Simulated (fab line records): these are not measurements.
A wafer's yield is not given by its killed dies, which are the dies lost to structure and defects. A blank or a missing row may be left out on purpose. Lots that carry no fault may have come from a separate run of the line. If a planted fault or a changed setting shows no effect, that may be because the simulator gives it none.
Split-lot study	flow rit_cmos	23 wafers read across 5 lots, on a route 202 steps long

ON THE SPLIT
At RIT_SILICIDE_SPUTTER_01 (material Ti, target thk 30 nm, time 240 s), the setting power_w was moved away from the recipe's 350 W on 10 of the 23 wafers read, by -7.1% to +9.5%. For the rest of the wafers, this setting stayed at what the recipe calls for.

FROM SPLIT TO READING: 1 step shown by the file between the two
- RIT_SILICIDE_RS_MEAS_02: measures by four-point-probe

THE READING
SILICIDE_TI_THK, in nm, at RIT_SILICIDE_THK_MEAS_03 (measures by xrf). Fault-free wafers of this fab line usually give 29.9 nm, standard deviation 0.38 nm.

wafer	tool, chamber at the split	power_w as run, W	against the recipe	SILICIDE_TI_THK, nm	against lot-mates on the recipe
L081.1	pvd_sputter-04, -	325.2	-7.1%	28.1	-1.9
L081.2	pvd_sputter-04, -	350	recipe	30.3	-
L081.3	pvd_sputter-04, -	350	recipe	29.7	-
L081.4	pvd_sputter-04, -	325.2	-7.1%	28.0	-2.0
L081.6	pvd_sputter-04, -	325.2	-7.1%	28.0	-2.0
L082.3	pvd_sputter-03, -	350	recipe	29.4	-
L082.5	pvd_sputter-03, -	350	recipe	29.4	-
L082.6	pvd_sputter-03, -	350	recipe	29.7	-
L083.1	pvd_sputter-01, -	350	recipe	30.5	-
L083.2	pvd_sputter-01, -	383.1	+9.5%	34.0	+3.3
L083.3	pvd_sputter-01, -	383.1	+9.5%	33.2	+2.5
L083.4	pvd_sputter-01, -	383.1	+9.5%	33.4	+2.7
L083.5	pvd_sputter-01, -	350	recipe	30.9	-
L084.1	pvd_sputter-03, -	350	recipe	30.0	-
L084.2	pvd_sputter-03, -	330.2	-5.7%	27.5	-2.4
L084.3	pvd_sputter-03, -	330.2	-5.7%	28.0	-1.9
L084.4	pvd_sputter-03, -	350	recipe	29.8	-
L084.5	pvd_sputter-03, -	350	recipe	29.9	-
L085.1	pvd_sputter-01, -	350	recipe	29.6	-
L085.2	pvd_sputter-01, -	381.9	+9.1%	33.0	+3.3
L085.4	pvd_sputter-01, -	350	recipe	29.4	-
L085.5	pvd_sputter-01, -	350	recipe	30.2	-
L085.6	pvd_sputter-01, -	381.9	+9.1%	32.3	+2.6

FIT RESULTS
A straight line over all 23 wafers: SILICIDE_TI_THK changes by +0.333 nm for each +1% of power_w; r = +0.97; the points scatter about the line by 0.48 nm.
The same after taking each lot's own level away (the mean of its wafers on the recipe; 23 wafers): +0.308 nm for each +1%; r = +0.98; scatter 0.3 nm.
The reading moves by 2.9 nm for the largest change in power_w, on that fit.
Measured against the standard deviation above, the lots' own levels, which go from 29.50 to 30.70 nm, span 3.2 times it.
So the lot-to-lot level changes the slope little: the two slopes agree.
Check: with one of the wafers moved furthest among these (+9.5%) left out of the fit, the line predicts +2.82 nm for it against its lot-mates. It came out at +3.3 nm against them.

OTHER SPLITS ON THESE WAFERS
These wafers also went through other splits before the reading. Each is held against what the fit with the lots' levels taken away leaves over:
other split on the same wafers	wafers away from the commonest value	r with SILICIDE_TI_THK (lot level and that fit taken away)
RIT_NSD_COAT_01 spin_rpm	5	+0.23
RIT_PSD_COAT_01 resist_thk_nm	9	+0.22

THE WHOLE CHAIN: every reading that the file lists as answering this split, in the file's order
step	what it does	reading	change (the file's fit)	r (the file's)
RIT_SILICIDE_SPUTTER_01	material Ti, target thk 30 nm, time 240 s	Ti_of_SILICIDE_SPUTTER_01.thk_nm (the simulator's own value, which no gauge read)	+0.306 nm for each +1% of the setting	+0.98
RIT_SILICIDE_RS_MEAS_02	measures by four-point-probe	SILICIDE_TI_RS	-0.585 for each +1% of the setting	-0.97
RIT_SILICIDE_THK_MEAS_03	measures by xrf	SILICIDE_TI_THK	+0.311 for each +1% of the setting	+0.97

THE FILE'S OWN FIT
SILICIDE_TI_THK changes by +0.311 nm for each +1% of power_w, r = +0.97.
